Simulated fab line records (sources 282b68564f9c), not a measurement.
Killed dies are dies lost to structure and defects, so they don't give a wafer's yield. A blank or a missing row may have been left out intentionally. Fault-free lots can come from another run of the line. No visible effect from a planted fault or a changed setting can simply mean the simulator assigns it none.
One fault seen from 2 desks | flow rit_cmos | what lay behind the numbers comes last; until then each desk has only its own

== METROLOGY DESK ==
What the gauges read for every lot (on any tool): the sampled wafers with a number, averaged. The brackets show how far a lot's mean lies from the usual mean; more than 4 standard deviations puts the lot out of limits, marked OUT.
Columns: A = NSD_TW at RIT_NSD_TW_MEAS_10, usual 3128
lot  | first seen here | A
L462 | day 3 08:38     | 3131
L463 | day 3 09:43     | 3101
L464 | day 3 14:43     | 3139
L465 | day 3 16:40     | 3135
L466 | day 3 20:53     | 3139
L467 | day 4 02:31     | 3143
L468 | day 4 06:15     | 3097
L469 | day 4 10:10     | 3134
L470 | day 4 15:55     | 3083
L471 | day 4 19:52     | 3123
L475 | day 5 16:16     | 3162
L476 | day 5 21:47     | 3129
This desk found nothing out of limits on any of the 12 lots.

== DESK OF THE TOOL OWNER: litho_track-01 ==
The tool's own readings at RIT_CONTACT_SOFTBAKE_04 (time 60 s): means of the sampled wafers that have a number, for each lot that ran on this tool. The brackets show how far a lot's mean lies from the usual mean; more than 4 standard deviations puts the lot out of limits, marked OUT.
Columns: A = exhaust_pa at RIT_CONTACT_SOFTBAKE_04, usual 45.1 Pa; B = heater_power_total_W at RIT_CONTACT_SOFTBAKE_04, usual 34.56 W; C = plate_temp_C at RIT_CONTACT_SOFTBAKE_04, usual 90.00 C
lot  | first seen here | A    | B               | C
L465 | day 3 19:59     | 45.1 | 34.54           | 90.07
L466 | day 4 00:28     | 44.1 | 34.59           | 89.84
L467 | day 4 06:01     | 45.1 | 34.56           | 89.91
L468 | day 4 09:45     | 44.6 | 34.57           | 89.88
L470 | day 4 19:18     | 44.4 | 34.52           | 89.99
L475 | day 5 19:38     | 43.5 | 32.57 (-39) OUT | 86.17 (-29) OUT
L476 | day 6 01:07     | 44.6 | 32.63 (-38) OUT | 86.34 (-28) OUT
This desk's finding: out of limits on L475, L476; first on L475, day 5 19:38 (heater_power_total_W at RIT_CONTACT_SOFTBAKE_04). L465, L466, L467, L468, L470: within limits.

== PUT TOGETHER ==
At day 5 19:38, on L475, L476, the tool owner's desk was in a position to raise an alarm.
Nothing out of limits was seen by the metrology desk.
The metrology desk holds a record of L475, L476, inside its limits.
All the named lots went through RIT_CONTACT_SOFTBAKE_04 on litho_track-01.

== WHAT WAS PUT IN BY THE SIMULATOR ==
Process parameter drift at RIT_CONTACT_SOFTBAKE_04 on litho_track-01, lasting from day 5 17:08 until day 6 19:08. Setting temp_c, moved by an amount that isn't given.
Struck lots among those shown: L475, L476.
Time in hours from fault onset to the first out-of-limits reading at each desk: the tool owner's desk, 2.
